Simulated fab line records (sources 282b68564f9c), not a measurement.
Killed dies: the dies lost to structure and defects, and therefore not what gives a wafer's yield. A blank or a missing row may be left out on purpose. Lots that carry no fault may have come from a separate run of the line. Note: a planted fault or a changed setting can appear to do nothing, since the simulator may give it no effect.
fab line records :: flow rit_cmos
record:
  lots: 7
  wafers: 21
  last_day: 6
route steps=202 shown CONTACT@179 M1@184
lots that met no fault: from a run of the same line without faults
start_h: start of the lot's first displayed wafer, in hours after the record's first day :: wait_h: hours since the lot's step before :: " the same as in the row above :: L1.1+2: a row that stands for several wafers :: - either no value or no given start :: * or withheld: withheld :: < > ~ a bound
route shown NAME@n: a module of which the file shows steps, and the number in the route of the first :: usual: the fault-free wafers' mean and standard deviation :: same: alike in all rows :: chamber/n: place in a boat :: sites: per-site readings :: _std_site: their standard deviation :: _edge_site: mean of outer sites minus mean of inner sites :: radius_mm: for every site, how far away it sits from the centre of the wafer :: mask NAME#n: copy n :: behind: the last tool/chamber to shape the wafer :: hold: the reason the lot was held/the length of the hold in hours/how it ended :: device: the transistor (n, p or np) that didn't switch :: end of line: the route-end tests of the same wafers :: where a step has no rows: the recipe by itself :: killed: at the first sort, the dies lost to defects and structure; wafer yield is something else :: map: dies across one wafer; x = killed, . = not, _ = none there
set.NAME: the run value of the setting; set.NAME@STEP: its run value at that earlier step :: model.NAME: the simulator's own value behind a step, which no gauge read
lots at selected steps of the route; one table per step, one row per wafer
services: when a tool's chamber went out of use (start_h, in hours from the record's first day, below 0 if earlier), for how many hours, and the reason
== steps ==
step: RIT_CONTACT_ETCH_11
recipe:
  target_depth_a: 4800
  over_etch_frac: 0.2
  stop_on: TiSi2
  chemistry: CHF3/CF4/Ar
  target: SiO2
  CHF3_flow_sccm: 50
  cf4_flow_sccm: 10
  Ar_flow_sccm: 100
  O2_flow_sccm: 5
  pressure_mtorr: 100
  rf_w: 200
  time_s: 320
usual:
  cf4_flow_sccm: 9.996/0.029
  chamber_pressure_mTorr: 100.01/0.081
  drypump_motor_current_A: 5.4/0.45
  oes_product_au: 0.990/0.018
  throttle_valve_pct: 8.93/0.16
lot.wafer: L992.2
tool: rie_diel-02
chamber: 3
start_h: 92.53
wait_h: 0.1
cf4_flow_sccm: 10.005
chamber_pressure_mTorr: 100.06
drypump_motor_current_A: 4.9
oes_product_au: 1.016
rf_hours_counter_h: 79
throttle_valve_pct: 9.19

lot.wafer: L992.3
tool: rie_diel-02
chamber: 2
start_h: 92.53
wait_h: 0.1
cf4_flow_sccm: 9.999
chamber_pressure_mTorr: 100.01
drypump_motor_current_A: 5.2
oes_product_au: 0.996
rf_hours_counter_h: 136
throttle_valve_pct: 8.73

lot.wafer: L992.4
tool: rie_diel-02
chamber: 2
start_h: 92.53
wait_h: 0.1
cf4_flow_sccm: 9.975
chamber_pressure_mTorr: 99.89
drypump_motor_current_A: 5.2
oes_product_au: 0.995
rf_hours_counter_h: -
throttle_valve_pct: 8.75

lot.wafer: L995.1
tool: rie_diel-03
chamber: 1
start_h: 106.77
wait_h: 0.1
cf4_flow_sccm: 10.028
chamber_pressure_mTorr: 100.03
drypump_motor_current_A: 5.2
oes_product_au: 1.005
rf_hours_counter_h: 3
throttle_valve_pct: 9.03

lot.wafer: L995.3
tool: rie_diel-03
chamber: 3
start_h: 106.77
wait_h: 0.1
cf4_flow_sccm: 9.963
chamber_pressure_mTorr: 99.94
drypump_motor_current_A: 5.4
oes_product_au: 0.997
rf_hours_counter_h: 118
throttle_valve_pct: 8.80

lot.wafer: L995.6
tool: rie_diel-03
chamber: 0
start_h: 106.77
wait_h: 0.1
cf4_flow_sccm: 9.989
chamber_pressure_mTorr: 100.04
drypump_motor_current_A: 5.4
oes_product_au: 0.967
rf_hours_counter_h: -
throttle_valve_pct: 8.82

lot.wafer: L996.1
tool: rie_diel-02
chamber: 2
start_h: 111.76
wait_h: 0.1
cf4_flow_sccm: 10.030
chamber_pressure_mTorr: 99.88
drypump_motor_current_A: 5.2
oes_product_au: 0.990
rf_hours_counter_h: 136
throttle_valve_pct: 8.74

lot.wafer: L996.5
tool: rie_diel-02
chamber: 0
start_h: 111.76
wait_h: 0.1
cf4_flow_sccm: 9.942
chamber_pressure_mTorr: 99.96
drypump_motor_current_A: 6.1
oes_product_au: 0.955
rf_hours_counter_h: -
throttle_valve_pct: 8.85

lot.wafer: L996.6
tool: rie_diel-02
chamber: 3
start_h: 111.76
wait_h: 0.1
cf4_flow_sccm: 9.966
chamber_pressure_mTorr: 100.02
drypump_motor_current_A: 4.9
oes_product_au: 1.018
rf_hours_counter_h: -
throttle_valve_pct: 9.20

lot.wafer: L999.3
tool: rie_diel-02
chamber: 1
start_h: 127.96
wait_h: 0.1
cf4_flow_sccm: 10.028
chamber_pressure_mTorr: 99.97
drypump_motor_current_A: 5.5
oes_product_au: 0.984
rf_hours_counter_h: 154
throttle_valve_pct: 8.82

lot.wafer: L999.4
tool: rie_diel-02
chamber: 1
start_h: 127.96
wait_h: 0.1
cf4_flow_sccm: 10.026
chamber_pressure_mTorr: 99.93
drypump_motor_current_A: 5.5
oes_product_au: 0.984
rf_hours_counter_h: -
throttle_valve_pct: 8.82

lot.wafer: L999.6
tool: rie_diel-02
chamber: 3
start_h: 127.96
wait_h: 0.1
cf4_flow_sccm: 10.003
chamber_pressure_mTorr: 99.99
drypump_motor_current_A: 4.9
oes_product_au: 1.024
rf_hours_counter_h: -
throttle_valve_pct: 9.21

lot.wafer: L100.2
tool: rie_diel-03
chamber: 0
start_h: 131.79
wait_h: 0.1
cf4_flow_sccm: 10.005
chamber_pressure_mTorr: 99.96
drypump_motor_current_A: 5.3
oes_product_au: 0.959
rf_hours_counter_h: 104
throttle_valve_pct: 8.83

lot.wafer: L100.4
tool: rie_diel-03
chamber: 1
start_h: 131.79
wait_h: 0.1
cf4_flow_sccm: 9.997
chamber_pressure_mTorr: 100.06
drypump_motor_current_A: 5.2
oes_product_au: 0.997
rf_hours_counter_h: 3
throttle_valve_pct: 9.05

lot.wafer: L100.5
tool: rie_diel-03
chamber: 1
start_h: 131.79
wait_h: 0.1
cf4_flow_sccm: 9.971
chamber_pressure_mTorr: 99.97
drypump_motor_current_A: 5.2
oes_product_au: 1.002
rf_hours_counter_h: -
throttle_valve_pct: 9.04

lot.wafer: L101.1
tool: rie_diel-03
chamber: 2
start_h: 139.38
wait_h: 0.1
cf4_flow_sccm: 10.019
chamber_pressure_mTorr: 100.09
drypump_motor_current_A: 6.3
oes_product_au: 0.973
rf_hours_counter_h: 48
throttle_valve_pct: 9.15

lot.wafer: L101.2
tool: rie_diel-03
chamber: 3
start_h: 139.38
wait_h: 0.1
cf4_flow_sccm: 10.002
chamber_pressure_mTorr: 100.04
drypump_motor_current_A: 5.4
oes_product_au: 0.991
rf_hours_counter_h: 119
throttle_valve_pct: 8.80

lot.wafer: L101.5
tool: rie_diel-03
chamber: 3
start_h: 139.38
wait_h: 0.1
cf4_flow_sccm: 9.974
chamber_pressure_mTorr: 100.04
drypump_motor_current_A: 5.4
oes_product_au: 0.996
rf_hours_counter_h: -
throttle_valve_pct: 8.79

lot.wafer: L102.1
tool: rie_diel-02
chamber: 2
start_h: 143.46
wait_h: 0.1
cf4_flow_sccm: 10.012
chamber_pressure_mTorr: 100.15
drypump_motor_current_A: 5.2
oes_product_au: 0.995
rf_hours_counter_h: 137
throttle_valve_pct: 8.76

lot.wafer: L102.2
tool: rie_diel-02
chamber: 3
start_h: 143.46
wait_h: 0.1
cf4_flow_sccm: 10.043
chamber_pressure_mTorr: 100.07
drypump_motor_current_A: 4.9
oes_product_au: 1.018
rf_hours_counter_h: 80
throttle_valve_pct: 9.21

lot.wafer: L102.4
tool: rie_diel-02
chamber: 3
start_h: 143.46
wait_h: 0.1
cf4_flow_sccm: 10.019
chamber_pressure_mTorr: 100.10
drypump_motor_current_A: 4.9
oes_product_au: 1.018
rf_hours_counter_h: -
throttle_valve_pct: 9.22
step: RIT_CONTACT_STRIP_12
recipe:
  chemistry: O2
  time_s: 180
  resist: NOVOLAK
  platen_temp_c: withheld
  power_w: 500
  pressure_mtorr: 4000
  o2_flow_sccm: 4000
usual:
  chamber_pressure_mTorr: 3999/3.8
  drypump_motor_current_A: 5.8/0.5
lot.wafer: L992.2
tool: plasma_asher-03
chamber: 0
start_h: 92.73
wait_h: 0.1
chamber_pressure_mTorr: 3999
drypump_motor_current_A: 5.5
rf_hours_counter_h: 46

lot.wafer: L992.3
tool: plasma_asher-03
chamber: 1
start_h: 92.73
wait_h: 0.1
chamber_pressure_mTorr: 4004
drypump_motor_current_A: 6.6
rf_hours_counter_h: -

lot.wafer: L992.4
tool: plasma_asher-03
chamber: 0
start_h: 92.73
wait_h: 0.1
chamber_pressure_mTorr: 4003
drypump_motor_current_A: 5.5
rf_hours_counter_h: -

lot.wafer: L995.1
tool: plasma_asher-03
chamber: 0
start_h: 106.96
wait_h: 0.1
chamber_pressure_mTorr: 3994
drypump_motor_current_A: 5.6
rf_hours_counter_h: 47

lot.wafer: L995.3
tool: plasma_asher-03
chamber: 1
start_h: 106.96
wait_h: 0.1
chamber_pressure_mTorr: 3999
drypump_motor_current_A: 6.6
rf_hours_counter_h: -

lot.wafer: L995.6
tool: plasma_asher-03
chamber: 1
start_h: 106.96
wait_h: 0.1
chamber_pressure_mTorr: 3998
drypump_motor_current_A: 6.6
rf_hours_counter_h: -

lot.wafer: L996.1
tool: plasma_asher-03
chamber: 0
start_h: 111.95
wait_h: 0.1
chamber_pressure_mTorr: 3992
drypump_motor_current_A: 5.6
rf_hours_counter_h: 48

lot.wafer: L996.5
tool: plasma_asher-03
chamber: 0
start_h: 111.95
wait_h: 0.1
chamber_pressure_mTorr: 3993
drypump_motor_current_A: 5.6
rf_hours_counter_h: -

lot.wafer: L996.6
tool: plasma_asher-03
chamber: 1
start_h: 111.95
wait_h: 0.1
chamber_pressure_mTorr: 3999
drypump_motor_current_A: 6.6
rf_hours_counter_h: -

lot.wafer: L999.3
tool: plasma_asher-02
chamber: 0
start_h: 128.22
wait_h: 0.2
chamber_pressure_mTorr: 3998
drypump_motor_current_A: 5.8
rf_hours_counter_h: -

lot.wafer: L999.4
tool: plasma_asher-02
chamber: 1
start_h: 128.22
wait_h: 0.2
chamber_pressure_mTorr: 3998
drypump_motor_current_A: 5.5
rf_hours_counter_h: -

lot.wafer: L999.6
tool: plasma_asher-02
chamber: 1
start_h: 128.22
wait_h: 0.2
chamber_pressure_mTorr: 4006
drypump_motor_current_A: 5.5
rf_hours_counter_h: -

lot.wafer: L100.2
tool: plasma_asher-02
chamber: 0
start_h: 131.98
wait_h: 0.1
chamber_pressure_mTorr: 4001
drypump_motor_current_A: 5.9
rf_hours_counter_h: 31

lot.wafer: L100.4
tool: plasma_asher-02
chamber: 0
start_h: 131.98
wait_h: 0.1
chamber_pressure_mTorr: 4004
drypump_motor_current_A: 5.8
rf_hours_counter_h: -

lot.wafer: L100.5
tool: plasma_asher-02
chamber: 0
start_h: 131.98
wait_h: 0.1
chamber_pressure_mTorr: 4002
drypump_motor_current_A: 5.9
rf_hours_counter_h: -

lot.wafer: L101.1
tool: plasma_asher-02
chamber: 1
start_h: 139.57
wait_h: 0.1
chamber_pressure_mTorr: 4001
drypump_motor_current_A: 5.5
rf_hours_counter_h: 31

lot.wafer: L101.2
tool: plasma_asher-02
chamber: 0
start_h: 139.57
wait_h: 0.1
chamber_pressure_mTorr: 3999
drypump_motor_current_A: 5.9
rf_hours_counter_h: 31

lot.wafer: L101.5
tool: plasma_asher-02
chamber: 1
start_h: 139.57
wait_h: 0.1
chamber_pressure_mTorr: 4001
drypump_motor_current_A: 5.5
rf_hours_counter_h: -

lot.wafer: L102.1
tool: plasma_asher-02
chamber: 0
start_h: 143.65
wait_h: 0.1
chamber_pressure_mTorr: 3997
drypump_motor_current_A: 5.9
rf_hours_counter_h: 32

lot.wafer: L102.2
tool: plasma_asher-02
chamber: 1
start_h: 143.65
wait_h: 0.1
chamber_pressure_mTorr: 3996
drypump_motor_current_A: 5.5
rf_hours_counter_h: 32

lot.wafer: L102.4
tool: plasma_asher-02
chamber: 1
start_h: 143.65
wait_h: 0.1
chamber_pressure_mTorr: 3998
drypump_motor_current_A: 5.5
rf_hours_counter_h: -
step: RIT_CONTACT_CD_MEAS_90
recipe:
  target_cd_nm: 1000
usual:
  cd_nm: 999.9/2.2
lot.wafer: L992.2
tool: cd_sem-01
chamber: -
start_h: 92.92
wait_h: 0.1
cd_nm: 997.0

lot.wafer: L992.3
tool: cd_sem-01
chamber: -
start_h: 92.92
wait_h: 0.1
cd_nm: 998.2

lot.wafer: L992.4
tool: cd_sem-01
chamber: -
start_h: 92.92
wait_h: 0.1
cd_nm: 996.2

lot.wafer: L995.1
tool: cd_sem-01
chamber: -
start_h: 107.14
wait_h: 0.1
cd_nm: 998.6

lot.wafer: L995.3
tool: cd_sem-01
chamber: -
start_h: 107.14
wait_h: 0.1
cd_nm: 999.6

lot.wafer: L995.6
tool: cd_sem-01
chamber: -
start_h: 107.14
wait_h: 0.1
cd_nm: 998.6

lot.wafer: L996.1
tool: cd_sem-01
chamber: -
start_h: 112.13
wait_h: 0.1
cd_nm: 1004.7

lot.wafer: L996.5
tool: cd_sem-01
chamber: -
start_h: 112.13
wait_h: 0.1
cd_nm: 1005.1

lot.wafer: L996.6
tool: cd_sem-01
chamber: -
start_h: 112.13
wait_h: 0.1
cd_nm: 1004.2

lot.wafer: L999.3
tool: cd_sem-01
chamber: -
start_h: 128.37
wait_h: 0.1
cd_nm: 1001.2

lot.wafer: L999.4
tool: cd_sem-01
chamber: -
start_h: 128.37
wait_h: 0.1
cd_nm: 997.4

lot.wafer: L999.6
tool: cd_sem-01
chamber: -
start_h: 128.37
wait_h: 0.1
cd_nm: 999.9

lot.wafer: L100.2
tool: cd_sem-01
chamber: -
start_h: 132.18
wait_h: 0.1
cd_nm: 1000.9

lot.wafer: L100.4
tool: cd_sem-01
chamber: -
start_h: 132.18
wait_h: 0.1
cd_nm: 1001.8

lot.wafer: L100.5
tool: cd_sem-01
chamber: -
start_h: 132.18
wait_h: 0.1
cd_nm: 999.2

lot.wafer: L101.1
tool: cd_sem-02
chamber: -
start_h: 139.74
wait_h: 0.1
cd_nm: 998.5

lot.wafer: L101.2
tool: cd_sem-02
chamber: -
start_h: 139.74
wait_h: 0.1
cd_nm: 1000.9

lot.wafer: L101.5
tool: cd_sem-02
chamber: -
start_h: 139.74
wait_h: 0.1
cd_nm: 1000.9

lot.wafer: L102.1
tool: cd_sem-01
chamber: -
start_h: 143.83
wait_h: 0.1
cd_nm: 999.0

lot.wafer: L102.2
tool: cd_sem-01
chamber: -
start_h: 143.83
wait_h: 0.1
cd_nm: 1001.7

lot.wafer: L102.4
tool: cd_sem-01
chamber: -
start_h: 143.83
wait_h: 0.1
cd_nm: 1001.1
step: RIT_CONTACT_CLEAN_13
recipe:
  chemistry: SC1
  mix: 3:3:50
  time_s: 600
  temp_c: 75
step: RIT_CONTACT_CLEAN_14
recipe:
  chemistry: SC2
  mix: 3:3:50
  time_s: 600
  temp_c: 75
  dry: n2_spin
step: RIT_M1_SPUTTER_00
recipe:
  material: Al
  target_thk_nm: 400
  power_w: 2000
  chamber_pressure_pa: 0.4
  gas: Ar
  time_s: 500
  substrate_temp_c: 25
usual:
  throttle_valve_pct: 30.2/1.2
lot.wafer: L992.2
tool: pvd_sputter-01
chamber: -
start_h: 93.39
wait_h: 0.0
throttle_valve_pct: 31.7

lot.wafer: L992.3
tool: pvd_sputter-01
chamber: -
start_h: 93.39
wait_h: 0.0
throttle_valve_pct: 29.6

lot.wafer: L992.4
tool: pvd_sputter-01
chamber: -
start_h: 93.39
wait_h: 0.0
throttle_valve_pct: 29.7

lot.wafer: L995.1
tool: pvd_sputter-04
chamber: -
start_h: 107.62
wait_h: 0.0
throttle_valve_pct: 31.2

lot.wafer: L995.3
tool: pvd_sputter-04
chamber: -
start_h: 107.62
wait_h: 0.0
throttle_valve_pct: 29.6

lot.wafer: L995.6
tool: pvd_sputter-04
chamber: -
start_h: 107.62
wait_h: 0.0
throttle_valve_pct: 31.6

lot.wafer: L996.1
tool: pvd_sputter-01
chamber: -
start_h: 112.60
wait_h: 0.0
throttle_valve_pct: 29.8

lot.wafer: L996.5
tool: pvd_sputter-01
chamber: -
start_h: 112.60
wait_h: 0.0
throttle_valve_pct: 32.2

lot.wafer: L996.6
tool: pvd_sputter-01
chamber: -
start_h: 112.60
wait_h: 0.0
throttle_valve_pct: 29.5

lot.wafer: L999.3
tool: pvd_sputter-04
chamber: -
start_h: 128.80
wait_h: 0.0
throttle_valve_pct: 29.2

lot.wafer: L999.4
tool: pvd_sputter-04
chamber: -
start_h: 128.80
wait_h: 0.0
throttle_valve_pct: 31.2

lot.wafer: L999.6
tool: pvd_sputter-04
chamber: -
start_h: 128.80
wait_h: 0.0
throttle_valve_pct: 31.4

lot.wafer: L100.2
tool: pvd_sputter-01
chamber: -
start_h: 132.63
wait_h: 0.0
throttle_valve_pct: 30.0

lot.wafer: L100.4
tool: pvd_sputter-01
chamber: -
start_h: 132.63
wait_h: 0.0
throttle_valve_pct: 28.3

lot.wafer: L100.5
tool: pvd_sputter-01
chamber: -
start_h: 132.63
wait_h: 0.0
throttle_valve_pct: 29.8

lot.wafer: L101.1
tool: pvd_sputter-04
chamber: -
start_h: 140.21
wait_h: 0.0
throttle_valve_pct: 29.2

lot.wafer: L101.2
tool: pvd_sputter-04
chamber: -
start_h: 140.21
wait_h: 0.0
throttle_valve_pct: 29.5

lot.wafer: L101.5
tool: pvd_sputter-04
chamber: -
start_h: 140.21
wait_h: 0.0
throttle_valve_pct: 29.1

lot.wafer: L102.1
tool: pvd_sputter-01
chamber: -
start_h: 144.30
wait_h: 0.0
throttle_valve_pct: 29.9

lot.wafer: L102.2
tool: pvd_sputter-01
chamber: -
start_h: 144.30
wait_h: 0.0
throttle_valve_pct: 29.8

lot.wafer: L102.4
tool: pvd_sputter-01
chamber: -
start_h: 144.30
wait_h: 0.0
throttle_valve_pct: 32.1
step: RIT_M1_RS_MEAS_01
recipe:
  thk_meas_gauge: four-point-probe
  reads: Al_of_M1_SPUTTER_00
usual:
  M1_AL_RS: 0.0737/0.00094
lot.wafer: L992.2
tool: film_metro-04
chamber: -
start_h: 93.70
wait_h: 0.2
M1_AL_RS[ohm/sq]: 0.0729

lot.wafer: L992.3
tool: film_metro-04
chamber: -
start_h: 93.70
wait_h: 0.2
M1_AL_RS[ohm/sq]: 0.0729

lot.wafer: L992.4
tool: film_metro-04
chamber: -
start_h: 93.70
wait_h: 0.2
M1_AL_RS[ohm/sq]: 0.0735

lot.wafer: L995.1
tool: film_metro-04
chamber: -
start_h: 107.92
wait_h: 0.1
M1_AL_RS[ohm/sq]: 0.0734

lot.wafer: L995.3
tool: film_metro-04
chamber: -
start_h: 107.92
wait_h: 0.1
M1_AL_RS[ohm/sq]: 0.0745

lot.wafer: L995.6
tool: film_metro-04
chamber: -
start_h: 107.92
wait_h: 0.1
M1_AL_RS[ohm/sq]: 0.0744

lot.wafer: L996.1
tool: film_metro-04
chamber: -
start_h: 112.89
wait_h: 0.1
M1_AL_RS[ohm/sq]: 0.0720

lot.wafer: L996.5
tool: film_metro-04
chamber: -
start_h: 112.89
wait_h: 0.1
M1_AL_RS[ohm/sq]: 0.0722

lot.wafer: L996.6
tool: film_metro-04
chamber: -
start_h: 112.89
wait_h: 0.1
M1_AL_RS[ohm/sq]: 0.0725

lot.wafer: L999.3
tool: film_metro-03
chamber: -
start_h: 129.14
wait_h: 0.2
M1_AL_RS[ohm/sq]: 0.0727

lot.wafer: L999.4
tool: film_metro-03
chamber: -
start_h: 129.14
wait_h: 0.2
M1_AL_RS[ohm/sq]: 0.0739

lot.wafer: L999.6
tool: film_metro-03
chamber: -
start_h: 129.14
wait_h: 0.2
M1_AL_RS[ohm/sq]: 0.0743

lot.wafer: L100.2
tool: film_metro-03
chamber: -
start_h: 132.94
wait_h: 0.2
M1_AL_RS[ohm/sq]: 0.0720

lot.wafer: L100.4
tool: film_metro-03
chamber: -
start_h: 132.94
wait_h: 0.2
M1_AL_RS[ohm/sq]: 0.0739

lot.wafer: L100.5
tool: film_metro-03
chamber: -
start_h: 132.94
wait_h: 0.2
M1_AL_RS[ohm/sq]: 0.0727

lot.wafer: L101.1
tool: film_metro-01
chamber: -
start_h: 140.51
wait_h: 0.1
M1_AL_RS[ohm/sq]: 0.0750

lot.wafer: L101.2
tool: film_metro-01
chamber: -
start_h: 140.51
wait_h: 0.1
M1_AL_RS[ohm/sq]: 0.0757

lot.wafer: L101.5
tool: film_metro-01
chamber: -
start_h: 140.51
wait_h: 0.1
M1_AL_RS[ohm/sq]: 0.0743

lot.wafer: L102.1
tool: film_metro-04
chamber: -
start_h: 144.59
wait_h: 0.1
M1_AL_RS[ohm/sq]: 0.0725

lot.wafer: L102.2
tool: film_metro-04
chamber: -
start_h: 144.59
wait_h: 0.1
M1_AL_RS[ohm/sq]: 0.0717

lot.wafer: L102.4
tool: film_metro-04
chamber: -
start_h: 144.59
wait_h: 0.1
M1_AL_RS[ohm/sq]: 0.0722
step: RIT_M1_THK_MEAS_02
recipe:
  thk_meas_gauge: xrf
  reads: Al_of_M1_SPUTTER_00
usual:
  M1_AL_THK: 403/5.2
lot.wafer: L992.2
tool: film_metro-04
chamber: -
start_h: 93.81
wait_h: 0.1
M1_AL_THK[nm]: 407

lot.wafer: L992.3
tool: film_metro-04
chamber: -
start_h: 93.81
wait_h: 0.1
M1_AL_THK[nm]: 407

lot.wafer: L992.4
tool: film_metro-04
chamber: -
start_h: 93.81
wait_h: 0.1
M1_AL_THK[nm]: 404

lot.wafer: L995.1
tool: film_metro-04
chamber: -
start_h: 108.04
wait_h: 0.1
M1_AL_THK[nm]: 405

lot.wafer: L995.3
tool: film_metro-04
chamber: -
start_h: 108.04
wait_h: 0.1
M1_AL_THK[nm]: 397

lot.wafer: L995.6
tool: film_metro-04
chamber: -
start_h: 108.04
wait_h: 0.1
M1_AL_THK[nm]: 397

lot.wafer: L996.1
tool: film_metro-04
chamber: -
start_h: 113.01
wait_h: 0.1
M1_AL_THK[nm]: 411

lot.wafer: L996.5
tool: film_metro-04
chamber: -
start_h: 113.01
wait_h: 0.1
M1_AL_THK[nm]: 411

lot.wafer: L996.6
tool: film_metro-04
chamber: -
start_h: 113.01
wait_h: 0.1
M1_AL_THK[nm]: 406

lot.wafer: L999.3
tool: film_metro-03
chamber: -
start_h: 129.24
wait_h: 0.1
M1_AL_THK[nm]: 411

lot.wafer: L999.4
tool: film_metro-03
chamber: -
start_h: 129.24
wait_h: 0.1
M1_AL_THK[nm]: 401

lot.wafer: L999.6
tool: film_metro-03
chamber: -
start_h: 129.24
wait_h: 0.1
M1_AL_THK[nm]: 399

lot.wafer: L100.2
tool: film_metro-03
chamber: -
start_h: 133.05
wait_h: 0.1
M1_AL_THK[nm]: 412

lot.wafer: L100.4
tool: film_metro-03
chamber: -
start_h: 133.05
wait_h: 0.1
M1_AL_THK[nm]: 401

lot.wafer: L100.5
tool: film_metro-03
chamber: -
start_h: 133.05
wait_h: 0.1
M1_AL_THK[nm]: 408

lot.wafer: L101.1
tool: film_metro-01
chamber: -
start_h: 140.63
wait_h: 0.1
M1_AL_THK[nm]: 397

lot.wafer: L101.2
tool: film_metro-01
chamber: -
start_h: 140.63
wait_h: 0.1
M1_AL_THK[nm]: 395

lot.wafer: L101.5
tool: film_metro-01
chamber: -
start_h: 140.63
wait_h: 0.1
M1_AL_THK[nm]: 405

lot.wafer: L102.1
tool: film_metro-04
chamber: -
start_h: 144.71
wait_h: 0.1
M1_AL_THK[nm]: 410

lot.wafer: L102.2
tool: film_metro-04
chamber: -
start_h: 144.71
wait_h: 0.1
M1_AL_THK[nm]: 416

lot.wafer: L102.4
tool: film_metro-04
chamber: -
start_h: 144.71
wait_h: 0.1
M1_AL_THK[nm]: 410
step: RIT_M1_HMDS_03
recipe:
  prime_time_s: 60
  prime_temp_c: 140
step: RIT_M1_COAT_04
recipe:
  resist: NOVOLAK
  spin_rpm: 2000
  resist_thk_nm: 1300
step: RIT_M1_SOFTBAKE_05
recipe:
  resist: NOVOLAK
  temp_c: 90
  time_s: 60
step: RIT_M1_EXPOSE_06
recipe:
  mask_id: M12
  na: 0.6
  source_shape: conventional
  sigma_outer: 0.5
  target_cd_nm: 2600
  dose_mj: 250
step: RIT_M1_PEB_07
recipe:
  resist: NOVOLAK
  temp_c: withheld
  time_s: withheld
usual:
  chill_plate_temp_C: *
  exhaust_pa: 45.0/0.89
lot.wafer: L992.2
tool: litho_track-02
chamber: 0
start_h: 94.60
wait_h: 0.1
chill_plate_temp_C: *
exhaust_pa: 45.3

lot.wafer: L992.3
tool: litho_track-02
chamber: 0
start_h: 94.60
wait_h: 0.1
chill_plate_temp_C: *
exhaust_pa: 44.7

lot.wafer: L992.4
tool: litho_track-02
chamber: 0
start_h: 94.60
wait_h: 0.1
chill_plate_temp_C: *
exhaust_pa: 44.0

lot.wafer: L995.1
tool: litho_track-03
chamber: 0
start_h: 108.79
wait_h: 0.1
chill_plate_temp_C: *
exhaust_pa: 42.9

lot.wafer: L995.3
tool: litho_track-03
chamber: 0
start_h: 108.79
wait_h: 0.1
chill_plate_temp_C: *
exhaust_pa: 43.2

lot.wafer: L995.6
tool: litho_track-03
chamber: 0
start_h: 108.79
wait_h: 0.1
chill_plate_temp_C: *
exhaust_pa: 45.0

lot.wafer: L996.1
tool: litho_track-02
chamber: 0
start_h: 113.73
wait_h: 0.2
chill_plate_temp_C: *
exhaust_pa: 44.7

lot.wafer: L996.5
tool: litho_track-02
chamber: 0
start_h: 113.73
wait_h: 0.2
chill_plate_temp_C: *
exhaust_pa: 44.7

lot.wafer: L996.6
tool: litho_track-02
chamber: 0
start_h: 113.73
wait_h: 0.2
chill_plate_temp_C: *
exhaust_pa: 45.2

lot.wafer: L999.3
tool: litho_track-01
chamber: -
start_h: 129.89
wait_h: 0.1
chill_plate_temp_C: -
exhaust_pa: -

lot.wafer: L999.4
tool: litho_track-01
chamber: -
start_h: 129.89
wait_h: 0.1
chill_plate_temp_C: -
exhaust_pa: -

lot.wafer: L999.6
tool: litho_track-01
chamber: -
start_h: 129.89
wait_h: 0.1
chill_plate_temp_C: -
exhaust_pa: -

lot.wafer: L100.2
tool: litho_track-03
chamber: -
start_h: 133.82
wait_h: 0.1
chill_plate_temp_C: -
exhaust_pa: -

lot.wafer: L100.4
tool: litho_track-03
chamber: -
start_h: 133.82
wait_h: 0.1
chill_plate_temp_C: -
exhaust_pa: -

lot.wafer: L100.5
tool: litho_track-03
chamber: -
start_h: 133.82
wait_h: 0.1
chill_plate_temp_C: -
exhaust_pa: -

lot.wafer: L101.1
tool: litho_track-01
chamber: -
start_h: 141.26
wait_h: 0.1
chill_plate_temp_C: -
exhaust_pa: -

lot.wafer: L101.2
tool: litho_track-01
chamber: -
start_h: 141.26
wait_h: 0.1
chill_plate_temp_C: -
exhaust_pa: -

lot.wafer: L101.5
tool: litho_track-01
chamber: -
start_h: 141.26
wait_h: 0.1
chill_plate_temp_C: -
exhaust_pa: -

lot.wafer: L102.1
tool: litho_track-03
chamber: 0
start_h: 145.34
wait_h: 0.1
chill_plate_temp_C: *
exhaust_pa: 45.2

lot.wafer: L102.2
tool: litho_track-03
chamber: 0
start_h: 145.34
wait_h: 0.1
chill_plate_temp_C: *
exhaust_pa: 46.3

lot.wafer: L102.4
tool: litho_track-03
chamber: 0
start_h: 145.34
wait_h: 0.1
chill_plate_temp_C: *
exhaust_pa: 45.9
step: RIT_M1_DEVELOP_08
recipe:
  resist: NOVOLAK
  develop_time_s: 68
  dev_temp_c: 23
== services ==
tool: rie_diel-02
chamber: -
start_h: 80.15
hours: 2.8
kind: pm

tool: pvd_sputter-01
chamber: -
start_h: 80.20
hours: 2.9
kind: repair

tool: rie_diel-02
chamber: -
start_h: 96.14
hours: 0.3
kind: repair

tool: plasma_asher-02
chamber: -
start_h: 105.11
hours: 0.7
kind: repair

tool: rie_diel-02
chamber: 0
start_h: 126.73
hours: -
kind: clean

tool: rie_diel-02
chamber: 0
start_h: 126.73
hours: 15.0
kind: scheduled_down

tool: rie_diel-02
chamber: 0
start_h: 126.73
hours: 15.0
kind: vent_cycle

tool: rie_diel-02
chamber: 1
start_h: 141.74
hours: -
kind: clean

tool: rie_diel-02
chamber: 1
start_h: 141.74
hours: 16.6
kind: scheduled_down

tool: rie_diel-02
chamber: 1
start_h: 141.74
hours: 16.6
kind: vent_cycle

tool: rie_diel-03
chamber: 3
start_h: 143.22
hours: 4.3
kind: repair
== key ==
first_sign:
  step: RIT_M1_PEB_07
  reading: tool_record
  direction: missing
effect none on later readings
met_at RIT_M1_PEB_07
struck_wafers L999.3,L999.4,L999.6,L100.2,L100.4,L100.5,L101.1,L101.2,L101.5
sort_left_out L999.3,L999.4,L999.6,L100.2,L100.4,L100.5,L101.1,L101.2,L101.5
onset_between 108.79 129.89
fault:
  kind: skipped_step_whole
  tool: litho_track-01,litho_track-03
  chamber: -
  onset_h: 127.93
  steps: RIT_M1_PEB_07
  scope: struck_lots_only
sort_left_out: the simulated sort isn't trusted on such a fault, so these wafers' sort isn't shown, and their yield isn't known
